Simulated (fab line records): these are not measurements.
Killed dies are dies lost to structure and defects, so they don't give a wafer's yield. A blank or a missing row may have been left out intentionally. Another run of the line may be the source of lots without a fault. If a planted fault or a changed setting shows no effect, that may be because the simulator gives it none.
fab line records || flow ritCmos
record {"lots": 5, "wafers": 15, "lastDay": 7}
route steps=202 shown GATE@83
lots with no fault: from the same line, run without faults
startH: hours from the record's first day to the start of the lot's first wafer shown || waitH: how many hours have passed since the lot's step before this one || " the same as in the row above || L1.1+2: several wafers, shown together as one row || - no value, or no start given || * or withheld: withheld || < > ~ a bound
route shown NAME@n: names a module that has steps shown in the file, with the first one's number in the route || usual: mean and standard deviation over wafers with no fault || same: alike in all rows || chamber/n: place in a boat || sites: per-site readings || _std_site: standard deviation of those values || _edge_site: inner sites' mean taken away from outer sites' mean || radiusMm: for every site, how far away it sits from the centre of the wafer || mask NAME#n: copy n || behind: the tool/chamber that last shaped the wafer || hold: reason for holding the lot/hours on hold/outcome of the hold || device: transistor that didn't switch, given as n, p or np || end of line: tests of these same wafers at the route's end || for a step that has no rows: nothing shown but its recipe || killed: at the first sort, the dies lost to defects and structure; wafer yield is something else || map: per-die view of a wafer (x killed, . not killed, _ where there is no die)
set.NAME: the run value of the setting; set.NAME@STEP: its run value at that earlier step || model.NAME: the simulator's own value behind a step, which no gauge read
a table for each step, a row for each wafer; lots at some steps of the route
services: the hour from which a tool's chamber was out of use, counted from the record's first day as startH (under 0 if before that day), plus the number of hours and why
## steps
# step RIT_GATE_THK_MEAS_07
# recipe {"reads": "SiO2_of_GATE_OXIDATION_05"}
# usual {"GATE_OXIDE_THK": "2.90/0.066"}
{"lot.wafer": "L078.4", "tool": "filmMetro-04", "chamber": "-", "startH": 59.54, "waitH": 0.0, "GATE_OXIDE_THK[nm]": 2.94}
{"lot.wafer": "L078.5", "tool": "filmMetro-04", "chamber": "-", "startH": 59.54, "waitH": 0.0, "GATE_OXIDE_THK[nm]": 2.89}
{"lot.wafer": "L078.6", "tool": "filmMetro-04", "chamber": "-", "startH": 59.54, "waitH": 0.0, "GATE_OXIDE_THK[nm]": 2.94}
{"lot.wafer": "L081.1", "tool": "filmMetro-02", "chamber": "-", "startH": 75.08, "waitH": 0.0, "GATE_OXIDE_THK[nm]": 2.91}
{"lot.wafer": "L081.2", "tool": "filmMetro-02", "chamber": "-", "startH": 75.08, "waitH": 0.0, "GATE_OXIDE_THK[nm]": 2.90}
{"lot.wafer": "L081.4", "tool": "filmMetro-02", "chamber": "-", "startH": 75.08, "waitH": 0.0, "GATE_OXIDE_THK[nm]": 2.95}
{"lot.wafer": "L083.1", "tool": "filmMetro-02", "chamber": "-", "startH": 89.13, "waitH": 0.0, "GATE_OXIDE_THK[nm]": 2.73}
{"lot.wafer": "L083.2", "tool": "filmMetro-02", "chamber": "-", "startH": 89.13, "waitH": 0.0, "GATE_OXIDE_THK[nm]": 2.83}
{"lot.wafer": "L083.3", "tool": "filmMetro-02", "chamber": "-", "startH": 89.13, "waitH": 0.0, "GATE_OXIDE_THK[nm]": 2.82}
{"lot.wafer": "L089.2", "tool": "filmMetro-03", "chamber": "-", "startH": 118.99, "waitH": 0.0, "GATE_OXIDE_THK[nm]": 2.90}
{"lot.wafer": "L089.3", "tool": "filmMetro-03", "chamber": "-", "startH": 118.99, "waitH": 0.0, "GATE_OXIDE_THK[nm]": 2.95}
{"lot.wafer": "L089.6", "tool": "filmMetro-03", "chamber": "-", "startH": 118.99, "waitH": 0.0, "GATE_OXIDE_THK[nm]": 2.97}
{"lot.wafer": "L095.1", "tool": "filmMetro-03", "chamber": "-", "startH": 144.58, "waitH": 0.0, "GATE_OXIDE_THK[nm]": 2.84}
{"lot.wafer": "L095.3", "tool": "filmMetro-03", "chamber": "-", "startH": 144.58, "waitH": 0.0, "GATE_OXIDE_THK[nm]": 2.80}
{"lot.wafer": "L095.4", "tool": "filmMetro-03", "chamber": "-", "startH": 144.58, "waitH": 0.0, "GATE_OXIDE_THK[nm]": 2.84}
# step RIT_GATE_CVD_08
# recipe {"material": "poly-Si", "targetThkNm": 250, "tempC": 610, "precursor": "SiH4", "timeS": 2220, "pressureMtorr": 300, "sih4FlowSccm": 100}
# usual {"spikeTcCentreC": "613.5/1", "spikeTcLoadC": "630.1/2.3", "spikeTcSourceC": "630.6/1.7", "zonePowerLoadPct": "11.4/0.62"}
{"lot.wafer": "L078.4", "tool": "lpcvd-02", "chamber": 1, "startH": 60.41, "waitH": 0.9, "spikeTcCentreC": 612.7, "spikeTcLoadC": 633.7, "spikeTcSourceC": 629.1, "zonePowerLoadPct": 12.0}
{"lot.wafer": "L078.5", "tool": "lpcvd-02", "chamber": 1, "startH": 60.41, "waitH": 0.9, "spikeTcCentreC": 613.2, "spikeTcLoadC": 632.7, "spikeTcSourceC": 628.9, "zonePowerLoadPct": 11.9}
{"lot.wafer": "L078.6", "tool": "lpcvd-02", "chamber": 1, "startH": 60.41, "waitH": 0.9, "spikeTcCentreC": 612.4, "spikeTcLoadC": 632.1, "spikeTcSourceC": 629.4, "zonePowerLoadPct": 12.0}
{"lot.wafer": "L081.1", "tool": "lpcvd-02", "chamber": 1, "startH": 75.80, "waitH": 0.7, "spikeTcCentreC": 614.0, "spikeTcLoadC": 630.9, "spikeTcSourceC": 628.4, "zonePowerLoadPct": 11.9}
{"lot.wafer": "L081.2", "tool": "lpcvd-02", "chamber": 1, "startH": 75.80, "waitH": 0.7, "spikeTcCentreC": 613.3, "spikeTcLoadC": 633.5, "spikeTcSourceC": 627.5, "zonePowerLoadPct": 12.0}
{"lot.wafer": "L081.4", "tool": "lpcvd-02", "chamber": 1, "startH": 75.80, "waitH": 0.7, "spikeTcCentreC": 614.9, "spikeTcLoadC": 633.5, "spikeTcSourceC": 628.5, "zonePowerLoadPct": 11.9}
{"lot.wafer": "L083.1", "tool": "lpcvd-01", "chamber": 1, "startH": 89.65, "waitH": 0.5, "spikeTcCentreC": 614.2, "spikeTcLoadC": 626.9, "spikeTcSourceC": 629.6, "zonePowerLoadPct": 11.6}
{"lot.wafer": "L083.2", "tool": "lpcvd-01", "chamber": 1, "startH": 89.65, "waitH": 0.5, "spikeTcCentreC": 613.3, "spikeTcLoadC": 628.5, "spikeTcSourceC": 631.1, "zonePowerLoadPct": 11.4}
{"lot.wafer": "L083.3", "tool": "lpcvd-01", "chamber": 1, "startH": 89.65, "waitH": 0.5, "spikeTcCentreC": 614.2, "spikeTcLoadC": 624.4, "spikeTcSourceC": 630.3, "zonePowerLoadPct": 11.3}
{"lot.wafer": "L089.2", "tool": "lpcvd-02", "chamber": 0, "startH": 119.04, "waitH": 0.0, "spikeTcCentreC": 612.4, "spikeTcLoadC": 631.1, "spikeTcSourceC": 631.0, "zonePowerLoadPct": 10.6}
{"lot.wafer": "L089.3", "tool": "lpcvd-02", "chamber": 0, "startH": 119.04, "waitH": 0.0, "spikeTcCentreC": 614.9, "spikeTcLoadC": 629.9, "spikeTcSourceC": 632.4, "zonePowerLoadPct": 10.6}
{"lot.wafer": "L089.6", "tool": "lpcvd-02", "chamber": 0, "startH": 119.04, "waitH": 0.0, "spikeTcCentreC": 613.6, "spikeTcLoadC": 630.5, "spikeTcSourceC": 632.1, "zonePowerLoadPct": 10.6}
{"lot.wafer": "L095.1", "tool": "lpcvd-02", "chamber": 0, "startH": 144.64, "waitH": 0.1, "spikeTcCentreC": 615.1, "spikeTcLoadC": 629.5, "spikeTcSourceC": 631.1, "zonePowerLoadPct": 10.7}
{"lot.wafer": "L095.3", "tool": "lpcvd-02", "chamber": 0, "startH": 144.64, "waitH": 0.1, "spikeTcCentreC": 613.6, "spikeTcLoadC": 630.2, "spikeTcSourceC": 631.7, "zonePowerLoadPct": 10.7}
{"lot.wafer": "L095.4", "tool": "lpcvd-02", "chamber": 0, "startH": 144.64, "waitH": 0.1, "spikeTcCentreC": 616.0, "spikeTcLoadC": 630.0, "spikeTcSourceC": 633.9, "zonePowerLoadPct": 10.6}
# step RIT_GATE_THK_MEAS_09
# recipe {"reads": "poly-Si_of_GATE_CVD_08"}
# usual {"GATE_POLY_THK": "249.1/2.4"}
{"lot.wafer": "L078.4", "tool": "filmMetro-03", "chamber": "-", "startH": 62.06, "waitH": 0.0, "GATE_POLY_THK[nm]": 253.7}
{"lot.wafer": "L078.5", "tool": "filmMetro-03", "chamber": "-", "startH": 62.06, "waitH": 0.0, "GATE_POLY_THK[nm]": 252.6}
{"lot.wafer": "L078.6", "tool": "filmMetro-03", "chamber": "-", "startH": 62.06, "waitH": 0.0, "GATE_POLY_THK[nm]": 250.7}
{"lot.wafer": "L081.1", "tool": "filmMetro-04", "chamber": "-", "startH": 77.42, "waitH": 0.0, "GATE_POLY_THK[nm]": 252.5}
{"lot.wafer": "L081.2", "tool": "filmMetro-04", "chamber": "-", "startH": 77.42, "waitH": 0.0, "GATE_POLY_THK[nm]": 249.3}
{"lot.wafer": "L081.4", "tool": "filmMetro-04", "chamber": "-", "startH": 77.42, "waitH": 0.0, "GATE_POLY_THK[nm]": 248.3}
{"lot.wafer": "L083.1", "tool": "filmMetro-04", "chamber": "-", "startH": 91.27, "waitH": 0.0, "GATE_POLY_THK[nm]": 249.2}
{"lot.wafer": "L083.2", "tool": "filmMetro-04", "chamber": "-", "startH": 91.27, "waitH": 0.0, "GATE_POLY_THK[nm]": 249.1}
{"lot.wafer": "L083.3", "tool": "filmMetro-04", "chamber": "-", "startH": 91.27, "waitH": 0.0, "GATE_POLY_THK[nm]": 249.2}
{"lot.wafer": "L089.2", "tool": "filmMetro-03", "chamber": "-", "startH": 120.66, "waitH": 0.0, "GATE_POLY_THK[nm]": 246.1}
{"lot.wafer": "L089.3", "tool": "filmMetro-03", "chamber": "-", "startH": 120.66, "waitH": 0.0, "GATE_POLY_THK[nm]": 247.3}
{"lot.wafer": "L089.6", "tool": "filmMetro-03", "chamber": "-", "startH": 120.66, "waitH": 0.0, "GATE_POLY_THK[nm]": 248.6}
{"lot.wafer": "L095.1", "tool": "filmMetro-03", "chamber": "-", "startH": 146.26, "waitH": 0.0, "GATE_POLY_THK[nm]": 245.5}
{"lot.wafer": "L095.3", "tool": "filmMetro-03", "chamber": "-", "startH": 146.26, "waitH": 0.0, "GATE_POLY_THK[nm]": 247.5}
{"lot.wafer": "L095.4", "tool": "filmMetro-03", "chamber": "-", "startH": 146.26, "waitH": 0.0, "GATE_POLY_THK[nm]": 246.7}
# step RIT_GATE_HMDS_10
# recipe {"primeTimeS": 60, "primeTempC": 140}
{"lot.wafer": "L078.4+5+6", "tool": "lithoTrack-02", "chamber": 0, "startH": 62.16, "waitH": 0.1}
{"lot.wafer": "L081.1+2+4", "tool": "lithoTrack-02", "chamber": 0, "startH": 77.48, "waitH": 0.1}
{"lot.wafer": "L083.1+2+3", "tool": "lithoTrack-03", "chamber": 0, "startH": 91.33, "waitH": 0.1}
{"lot.wafer": "L089.2+3+6", "tool": "lithoTrack-03", "chamber": 0, "startH": 120.74, "waitH": 0.1}
{"lot.wafer": "L095.1+3+4", "tool": "lithoTrack-01", "chamber": 0, "startH": 146.32, "waitH": 0.1}
# step RIT_GATE_COAT_11
# recipe {"resist": "NOVOLAK", "spinRpm": 4250, "resistThkNm": 850}
{"lot.wafer": "L078.4+5+6", "tool": "lithoTrack-02", "chamber": 0, "startH": 62.31, "waitH": 0.1}
{"lot.wafer": "L081.1+2+4", "tool": "lithoTrack-02", "chamber": 0, "startH": 77.63, "waitH": 0.1}
{"lot.wafer": "L083.1+2+3", "tool": "lithoTrack-03", "chamber": 0, "startH": 91.48, "waitH": 0.1}
{"lot.wafer": "L089.2+3+6", "tool": "lithoTrack-03", "chamber": 0, "startH": 120.89, "waitH": 0.1}
{"lot.wafer": "L095.1+3+4", "tool": "lithoTrack-01", "chamber": 0, "startH": 146.47, "waitH": 0.1}
# step RIT_GATE_SOFTBAKE_12
# recipe {"resist": "NOVOLAK", "tempC": 90, "timeS": 60}
{"lot.wafer": "L078.4+5+6", "tool": "lithoTrack-02", "chamber": 0, "startH": 62.46, "waitH": 0.1}
{"lot.wafer": "L081.1+2+4", "tool": "lithoTrack-02", "chamber": 0, "startH": 77.78, "waitH": 0.1}
{"lot.wafer": "L083.1+2+3", "tool": "lithoTrack-03", "chamber": 0, "startH": 91.63, "waitH": 0.1}
{"lot.wafer": "L089.2+3+6", "tool": "lithoTrack-03", "chamber": 0, "startH": 121.04, "waitH": 0.1}
{"lot.wafer": "L095.1+3+4", "tool": "lithoTrack-01", "chamber": 0, "startH": 146.62, "waitH": 0.1}
# step RIT_GATE_EXPOSE_13
# recipe {"maskId": "M6", "na": 0.6, "sourceShape": "conventional", "sigmaOuter": 0.6, "targetCdNm": 150, "doseMj": 380}
# usual {"focusOffsetNm": "0.0/0.53"}
{"lot.wafer": "L078.4", "tool": "ilineStepper-02", "chamber": 0, "startH": 62.72, "waitH": 0.2, "mask": "M6#0", "focusOffsetNm": -0.2}
{"lot.wafer": "L078.5", "tool": "ilineStepper-02", "chamber": 0, "startH": 62.72, "waitH": 0.2, "mask": "M6#0", "focusOffsetNm": 1.5}
{"lot.wafer": "L078.6", "tool": "ilineStepper-02", "chamber": 0, "startH": 62.72, "waitH": 0.2, "mask": "M6#0", "focusOffsetNm": 0.4}
{"lot.wafer": "L081.1", "tool": "ilineStepper-01", "chamber": 0, "startH": 78.05, "waitH": 0.2, "mask": "M6#0", "focusOffsetNm": 1.2}
{"lot.wafer": "L081.2", "tool": "ilineStepper-01", "chamber": 0, "startH": 78.05, "waitH": 0.2, "mask": "M6#0", "focusOffsetNm": 0.6}
{"lot.wafer": "L081.4", "tool": "ilineStepper-01", "chamber": 0, "startH": 78.05, "waitH": 0.2, "mask": "M6#0", "focusOffsetNm": 0.6}
{"lot.wafer": "L083.1", "tool": "ilineStepper-02", "chamber": 0, "startH": 91.78, "waitH": 0.1, "mask": "M6#0", "focusOffsetNm": -0.4}
{"lot.wafer": "L083.2", "tool": "ilineStepper-02", "chamber": 0, "startH": 91.78, "waitH": 0.1, "mask": "M6#0", "focusOffsetNm": 0.2}
{"lot.wafer": "L083.3", "tool": "ilineStepper-02", "chamber": 0, "startH": 91.78, "waitH": 0.1, "mask": "M6#0", "focusOffsetNm": -0.3}
{"lot.wafer": "L089.2", "tool": "ilineStepper-01", "chamber": 0, "startH": 121.55, "waitH": 0.5, "mask": "M6#0", "focusOffsetNm": 0.1}
{"lot.wafer": "L089.3", "tool": "ilineStepper-01", "chamber": 0, "startH": 121.55, "waitH": 0.5, "mask": "M6#0", "focusOffsetNm": -0.9}
{"lot.wafer": "L089.6", "tool": "ilineStepper-01", "chamber": 0, "startH": 121.55, "waitH": 0.5, "mask": "M6#0", "focusOffsetNm": 0.2}
{"lot.wafer": "L095.1", "tool": "ilineStepper-02", "chamber": 0, "startH": 146.90, "waitH": 0.2, "mask": "M6#0", "focusOffsetNm": 0.4}
{"lot.wafer": "L095.3", "tool": "ilineStepper-02", "chamber": 0, "startH": 146.90, "waitH": 0.2, "mask": "M6#0", "focusOffsetNm": -0.1}
{"lot.wafer": "L095.4", "tool": "ilineStepper-02", "chamber": 0, "startH": 146.90, "waitH": 0.2, "mask": "M6#0", "focusOffsetNm": 0.2}
# step RIT_GATE_PEB_14
# recipe {"resist": "NOVOLAK", "tempC": "withheld", "timeS": "withheld"}
{"lot.wafer": "L078.4+5+6", "tool": "lithoTrack-02", "chamber": 0, "startH": 62.86, "waitH": 0.1}
{"lot.wafer": "L081.1+2+4", "tool": "lithoTrack-01", "chamber": 0, "startH": 78.17, "waitH": 0.1}
{"lot.wafer": "L083.1+2+3", "tool": "lithoTrack-01", "chamber": 0, "startH": 91.90, "waitH": 0.1}
{"lot.wafer": "L089.2+3+6", "tool": "lithoTrack-01", "chamber": 0, "startH": 121.71, "waitH": 0.1}
{"lot.wafer": "L095.1+3+4", "tool": "lithoTrack-02", "chamber": 0, "startH": 147.11, "waitH": 0.2}
# step RIT_GATE_DEVELOP_15
# recipe {"resist": "NOVOLAK", "developTimeS": 50, "devTempC": 23}
{"lot.wafer": "L078.4+5+6", "tool": "lithoTrack-02", "chamber": 0, "startH": "-", "waitH": "-"}
{"lot.wafer": "L081.1+2+4", "tool": "lithoTrack-01", "chamber": 0, "startH": "-", "waitH": "-"}
{"lot.wafer": "L083.1+2+3", "tool": "lithoTrack-01", "chamber": 0, "startH": "-", "waitH": "-"}
{"lot.wafer": "L089.2+3+6", "tool": "lithoTrack-01", "chamber": 0, "startH": "-", "waitH": "-"}
{"lot.wafer": "L095.1+3+4", "tool": "lithoTrack-02", "chamber": 0, "startH": "-", "waitH": "-"}
# step RIT_GATE_CD_MEAS_16
# recipe {"targetCdNm": 150}
# usual {"cdNm": "149.1/2.2"}
{"lot.wafer": "L078.4", "tool": "cdSem-01", "chamber": "-", "startH": 63.12, "waitH": "-", "cdNm": 150.3}
{"lot.wafer": "L078.5", "tool": "cdSem-01", "chamber": "-", "startH": 63.12, "waitH": "-", "cdNm": 146.3}
{"lot.wafer": "L078.6", "tool": "cdSem-01", "chamber": "-", "startH": 63.12, "waitH": "-", "cdNm": 147.3}
{"lot.wafer": "L081.1", "tool": "cdSem-02", "chamber": "-", "startH": 78.45, "waitH": "-", "cdNm": 151.0}
{"lot.wafer": "L081.2", "tool": "cdSem-02", "chamber": "-", "startH": 78.45, "waitH": "-", "cdNm": 147.7}
{"lot.wafer": "L081.4", "tool": "cdSem-02", "chamber": "-", "startH": 78.45, "waitH": "-", "cdNm": 147.3}
{"lot.wafer": "L083.1", "tool": "cdSem-02", "chamber": "-", "startH": 92.18, "waitH": "-", "cdNm": 148.7}
{"lot.wafer": "L083.2", "tool": "cdSem-02", "chamber": "-", "startH": 92.18, "waitH": "-", "cdNm": 149.1}
{"lot.wafer": "L083.3", "tool": "cdSem-02", "chamber": "-", "startH": 92.18, "waitH": "-", "cdNm": 150.1}
{"lot.wafer": "L089.2", "tool": "cdSem-01", "chamber": "-", "startH": 121.99, "waitH": "-", "cdNm": 147.5}
{"lot.wafer": "L089.3", "tool": "cdSem-01", "chamber": "-", "startH": 121.99, "waitH": "-", "cdNm": 146.8}
{"lot.wafer": "L089.6", "tool": "cdSem-01", "chamber": "-", "startH": 121.99, "waitH": "-", "cdNm": 146.4}
{"lot.wafer": "L095.1", "tool": "cdSem-02", "chamber": "-", "startH": 147.39, "waitH": "-", "cdNm": 153.0}
{"lot.wafer": "L095.3", "tool": "cdSem-02", "chamber": "-", "startH": 147.39, "waitH": "-", "cdNm": 150.0}
{"lot.wafer": "L095.4", "tool": "cdSem-02", "chamber": "-", "startH": 147.39, "waitH": "-", "cdNm": 150.4}
# step RIT_GATE_OVL_MEAS_17
# usual {"GATE_OVL": "0.4/1.2"}
{"lot.wafer": "L078.4", "tool": "overlay-02", "chamber": "-", "startH": 63.20, "waitH": 0.1, "GATE_OVL[nm]": 0.4}
{"lot.wafer": "L078.5", "tool": "overlay-02", "chamber": "-", "startH": 63.20, "waitH": 0.1, "GATE_OVL[nm]": 1.2}
{"lot.wafer": "L078.6", "tool": "overlay-02", "chamber": "-", "startH": 63.20, "waitH": 0.1, "GATE_OVL[nm]": 2.0}
{"lot.wafer": "L081.1", "tool": "overlay-02", "chamber": "-", "startH": 78.57, "waitH": 0.1, "GATE_OVL[nm]": 1.0}
{"lot.wafer": "L081.2", "tool": "overlay-02", "chamber": "-", "startH": 78.57, "waitH": 0.1, "GATE_OVL[nm]": -0.4}
{"lot.wafer": "L081.4", "tool": "overlay-02", "chamber": "-", "startH": 78.57, "waitH": 0.1, "GATE_OVL[nm]": 0.4}
{"lot.wafer": "L083.1", "tool": "overlay-01", "chamber": "-", "startH": 92.30, "waitH": 0.1, "GATE_OVL[nm]": 0.7}
{"lot.wafer": "L083.2", "tool": "overlay-01", "chamber": "-", "startH": 92.30, "waitH": 0.1, "GATE_OVL[nm]": 0.6}
{"lot.wafer": "L083.3", "tool": "overlay-01", "chamber": "-", "startH": 92.30, "waitH": 0.1, "GATE_OVL[nm]": 0.0}
{"lot.wafer": "L089.2", "tool": "overlay-01", "chamber": "-", "startH": 122.10, "waitH": 0.1, "GATE_OVL[nm]": -1.5}
{"lot.wafer": "L089.3", "tool": "overlay-01", "chamber": "-", "startH": 122.10, "waitH": 0.1, "GATE_OVL[nm]": -1.1}
{"lot.wafer": "L089.6", "tool": "overlay-01", "chamber": "-", "startH": 122.10, "waitH": 0.1, "GATE_OVL[nm]": 0.7}
{"lot.wafer": "L095.1", "tool": "overlay-02", "chamber": "-", "startH": 147.51, "waitH": 0.1, "GATE_OVL[nm]": -0.4}
{"lot.wafer": "L095.3", "tool": "overlay-02", "chamber": "-", "startH": 147.51, "waitH": 0.1, "GATE_OVL[nm]": 1.4}
{"lot.wafer": "L095.4", "tool": "overlay-02", "chamber": "-", "startH": 147.51, "waitH": 0.1, "GATE_OVL[nm]": -0.5}
## services
{"tool": "ilineStepper-01", "chamber": "-", "startH": 56.46, "hours": 3.6, "kind": "repair"}
{"tool": "ilineStepper-02", "chamber": "-", "startH": 92.58, "hours": 1.7, "kind": "pm"}
## key
fault none
